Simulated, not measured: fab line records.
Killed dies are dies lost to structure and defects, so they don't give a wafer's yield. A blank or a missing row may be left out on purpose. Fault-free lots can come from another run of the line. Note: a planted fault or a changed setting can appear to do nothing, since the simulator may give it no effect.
Which tool is to blame? | flow berkeley_cmos170 | 11 lots, 33 wafers sampled, at 5 steps of a route of 331

== WHAT EACH GAUGE READ, for each wafer ==
UCB170_START_BOW_MEAS_00. Usual: INCOMING_BOW typically reads 1 um, with standard deviation 6.6.
lot  | measured    | on            | INCOMING_BOW (um) | flag
L962 | day 1 10:00 | film_metro-01 | 2 -4 7            |
L963 | day 1 15:00 | film_metro-01 | 13 7 -5           |
L964 | day 1 20:00 | film_metro-02 | 12 4 -2           |
L965 | day 2 01:01 | film_metro-02 | 7 0 -3            |
L966 | day 2 06:00 | film_metro-02 | 6 -4 1            |
L967 | day 2 11:00 | film_metro-03 | -8 -6 -3          |
L968 | day 2 16:02 | film_metro-02 | -7 -1 -2          |
L970 | day 3 02:00 | film_metro-01 | 9 6 -2            |
L977 | day 4 13:04 | film_metro-02 | -7 6 -8           |
L978 | day 4 18:01 | film_metro-01 | 3 6 1             |
L979 | day 4 23:00 | film_metro-01 | -3 -2 7           |

UCB170_ACTIVE_THK_MEAS_03. Usual: ACTIVE_OXIDE_THK typically reads 26.3 nm, with standard deviation 0.5.
lot  | measured    | on            | ACTIVE_OXIDE_THK (nm) | flag
L962 | day 3 23:31 | film_metro-01 | 26.8 26.6 26.6        |
L963 | day 3 23:31 | film_metro-03 | 26.3 26.6 26.1        |
L964 | day 3 23:31 | film_metro-02 | 26.4 26.1 26.4        |
L965 | day 4 19:05 | film_metro-03 | 26.4 26.3 26.2        |
L966 | day 4 11:49 | film_metro-03 | 26.4 26.8 26.3        |
L967 | day 4 21:55 | film_metro-02 | 25.6 25.8 26.2        |
L968 | day 4 21:56 | film_metro-03 | 25.6 25.9 25.8        |
L970 | day 5 16:12 | film_metro-02 | 25.4 26.1 26.1        |
L977 | day 6 16:25 | film_metro-02 | 37.4 37.7 37.7        | OFF
L978 | day 6 16:23 | film_metro-03 | 38.5 38.8 38.5        | OFF
L979 | day 6 20:05 | film_metro-02 | 26.9 26.9 26.6        |

UCB170_PFIELD_OVL_MEAS_06. Usual: PFIELD_OVL typically reads 4 nm, with standard deviation 5.
lot  | measured    | on         | PFIELD_OVL (nm) | flag
L962 | day 4 08:11 | overlay-01 | -2 10 1         |
L963 | day 4 08:37 | overlay-01 | 5 10 9          |
L964 | day 4 08:27 | overlay-02 | 2 15 1          |
L965 | day 5 07:37 | overlay-01 | 4 -3 -6         |
L966 | day 5 00:10 | overlay-02 | 2 0 -3          |
L967 | day 5 08:17 | overlay-01 | -3 -1 0         |
L968 | day 5 08:02 | overlay-01 | 8 8 3           |
L970 | day 6 05:20 | overlay-02 | 3 3 1           |
L977 | day 7 02:16 | overlay-02 | 0 13 2          |
L978 | day 7 02:31 | overlay-02 | 5 9 -4          |
L979 | day 7 07:20 | overlay-02 | 10 8 1          |

UCB170_PFIELD_TW_MEAS_09. Usual: PFIELD_TW typically reads 603, with standard deviation 4.8.
lot  | measured    | on            | PFIELD_TW   | flag
L962 | day 4 08:28 | film_metro-03 | 603 601 601 |
L963 | day 4 08:55 | film_metro-01 | 611 608 610 |
L964 | day 4 08:44 | film_metro-04 | 594 596 595 |
L965 | day 5 07:54 | film_metro-01 | 613 610 613 |
L966 | day 5 00:27 | film_metro-03 | 604 606 608 |
L967 | day 5 08:35 | film_metro-03 | 604 605 606 |
L968 | day 5 08:19 | film_metro-04 | 600 600 599 |
L970 | day 6 05:37 | film_metro-04 | 601 597 601 |
L977 | day 7 02:34 | film_metro-04 | 598 598 596 |
L978 | day 7 02:49 | film_metro-03 | 607 607 606 |
L979 | day 7 07:37 | film_metro-03 | 606 603 604 |

== WHAT TOOL EACH LOT RAN ON (gives the tool, then ch and the chambers of the sampled wafers, and finally the start) ==
lot  | UCB170_ACTIVE_OXIDATION_02
L962 | furnace-01 ch 0, day 3 22:10
L963 | furnace-01 ch 0, day 3 22:10
L964 | furnace-01 ch 0, day 3 22:10
L965 | furnace-04 ch 0, day 4 17:43
L966 | furnace-01 ch 0, day 4 10:28
L967 | furnace-04 ch 0, day 4 20:34
L968 | furnace-04 ch 0, day 4 20:34
L970 | furnace-04 ch 0, day 5 14:48
L977 | furnace-04 ch 0, day 6 15:02
L978 | furnace-04 ch 0, day 6 15:02
L979 | furnace-01 ch 0, day 6 18:44
- UCB170_ACTIVE_OXIDATION_02: target thk 26.4 nm, ox time 1260 s.

== AS READ BY THE TOOLS THEMSELVES (means over the sampled wafers that have a number; for cases with no such wafer, the mark the record gives instead) ==
UCB170_ACTIVE_OXIDATION_02. Usual: spike_tc_source_C 1025.9 C, standard deviation 1.7; zone_power_source_pct 35.7 %, standard deviation 0.41.
lot  | tool       | spike_tc_source_C (C) | zone_power_source_pct (%) | flag
L962 | furnace-01 | 1024.0                | 35.5                      |
L963 | furnace-01 | 1024.5                | 35.2                      |
L964 | furnace-01 | 1023.5                | 35.7                      |
L965 | furnace-04 | 1027.1                | 36.0                      |
L966 | furnace-01 | 1023.2                | 35.4                      |
L967 | furnace-04 | 1027.5                | 35.6                      |
L968 | furnace-04 | 1027.2                | 36.4                      |
L970 | furnace-04 | 1027.1                | 36.0                      |
L977 | furnace-04 | 1027.5                | 35.8                      |
L978 | furnace-04 | 1026.0                | 36.3                      |
L979 | furnace-01 | 1024.4                | 35.7                      |

== THE ANSWER, worked out from the rows above alone ==
Rule: take the mean of a lot's wafers that have a number; if it is more than 3 standard deviations from the usual mean, the lot is off. A lot without any number at a reading at which 4 lots or more have one is off too. All remaining lots with rows at the step are treated as sound. After the gauges, taken in route order, come the tools' own readings; for these a lot's mean is taken, as printed above. The first step at which some lot is off is used, and at that step the reading that is off furthest; a lot without a number counts as furthest.
Off: L977, L978, seen at UCB170_ACTIVE_THK_MEAS_03 (ACTIVE_OXIDE_THK).
A tool fits if, at a process step before that reading, it ran every lot that is off, and no sound lot after the first of them. The gauges at UCB170_ACTIVE_THK_MEAS_03 are tried like those tools. One fits: UCB170_ACTIVE_OXIDATION_02 on furnace-04. A fault onset in the window from L970 (day 5 14:48, its last sound lot) to L977 (day 6 15:02, its first lot off) fits.

== WHAT THE SIMULATOR PUT IN ==
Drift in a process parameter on furnace-04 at UCB170_ACTIVE_OXIDATION_02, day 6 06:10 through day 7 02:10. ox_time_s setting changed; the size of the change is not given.
Shown lots that were struck: L977, L978. Same finding as the rule above.
